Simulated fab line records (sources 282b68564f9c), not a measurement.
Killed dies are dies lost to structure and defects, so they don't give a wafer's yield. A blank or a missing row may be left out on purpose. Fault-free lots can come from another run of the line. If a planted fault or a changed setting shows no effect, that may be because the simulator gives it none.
What tool caused it? + flow ritCmos + 14 lots (42 wafers sampled), 1 step of a 202-step route

== WHAT THE GAUGES SHOWED, per wafer ==
Not one reading of a measure or inspect step in the record can be checked against a usual standard deviation.

== WHAT TOOL EACH LOT RAN ON (gives the tool, then ch and the chambers of the sampled wafers, and finally the start) ==
| lot  | RIT_GATE_COAT_11                |
|------|---------------------------------|
| L915 | lithoTrack-02 ch 0, day 2 18:33 |
| L917 | lithoTrack-03 ch 0, day 3 01:05 |
| L918 | lithoTrack-04 ch 0, day 3 07:17 |
| L919 | lithoTrack-03 ch 0, day 3 14:17 |
| L920 | lithoTrack-03 ch 0, day 3 17:29 |
| L928 | lithoTrack-03 ch 0, day 5 07:37 |
| L929 | lithoTrack-03 ch 0, day 5 14:50 |
| L930 | lithoTrack-04 ch 0, day 5 20:11 |
| L931 | lithoTrack-02 ch 0, day 5 23:05 |
| L932 | lithoTrack-04 ch 0, day 6 02:21 |
| L933 | lithoTrack-04 ch 0, day 6 11:41 |
| L935 | lithoTrack-04 ch 0, day 6 16:51 |
| L937 | lithoTrack-04 ch 0, day 7 03:05 |
| L938 | lithoTrack-02 ch 0, day 7 12:26 |
- RIT_GATE_COAT_11: resist thk 850 nm.

== WHAT THE TOOLS THEMSELVES READ (means of the sampled wafers that have a number; where no wafer has one, the mark that the record gives instead) ==
RIT_GATE_COAT_11.
| lot  | tool          | spinSpeedRpm (rpm) |
|------|---------------|--------------------|
| L915 | lithoTrack-02 | 4248.2             |
| L917 | lithoTrack-03 | 4249.5             |
| L918 | lithoTrack-04 | 4251.4             |
| L919 | lithoTrack-03 | 4252.2             |
| L920 | lithoTrack-03 | 4250.1             |
| L928 | lithoTrack-03 | 4041.1             |
| L929 | lithoTrack-03 | 4045.7             |
| L930 | lithoTrack-04 | 4251.8             |
| L931 | lithoTrack-02 | 4247.2             |
| L932 | lithoTrack-04 | 4251.6             |
| L933 | lithoTrack-04 | 4249.5             |
| L935 | lithoTrack-04 | 4248.0             |
| L937 | lithoTrack-04 | 4251.5             |
| L938 | lithoTrack-02 | 4251.4             |

== THE ANSWER, worked out from the rows above alone ==
Rule: what is usual is taken from the lots themselves. The widest of any qualifying gaps counts: lots, ordered by their means at a reading, are off when they make up no more than a third of the lots, leave a main group of 4 or more, and stand apart from it by 3 or more times the standard deviation of that group's means. If all means in a main group match to the digits the tables above print for the reading, that group is not used. Also off: a lot with no number at a reading for which 4 or more lots have one. Where the step has rows for the other lots, those lots are counted as sound. First the gauges in route order, then the tools' own readings, where a lot's mean is used as printed above. At the first step where some lot is off, the reading lying furthest off is the one used; lots without a number count as furthest.
Off at RIT_GATE_COAT_11 (spinSpeedRpm): L928, L929. For the main group the mean is 4250.2 rpm and the standard deviation 1.6.
A tool fits if, at that step or a process step before it, it ran every lot that is off, and no sound lot after the first of them. One fits: RIT_GATE_COAT_11 on lithoTrack-03. Its last sound lot is L920 (day 3 17:29), its first lot that is off L928 (day 5 07:37): a fault that began between those two fits.
The tool's own readings at RIT_GATE_COAT_11 bear it out: on the lots that are off they differ by more than 5 times the standard deviation of the sound lots' means. spinSpeedRpm reads 4043.4 rpm there against 4250.2 rpm on the sound lots.

== WHAT THE SIMULATOR HAD PUT IN ==
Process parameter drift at RIT_GATE_COAT_11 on lithoTrack-03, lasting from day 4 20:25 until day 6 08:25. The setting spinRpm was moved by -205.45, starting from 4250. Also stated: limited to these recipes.
Shown lots that were struck: L928, L929. The rule given above showed the same thing.
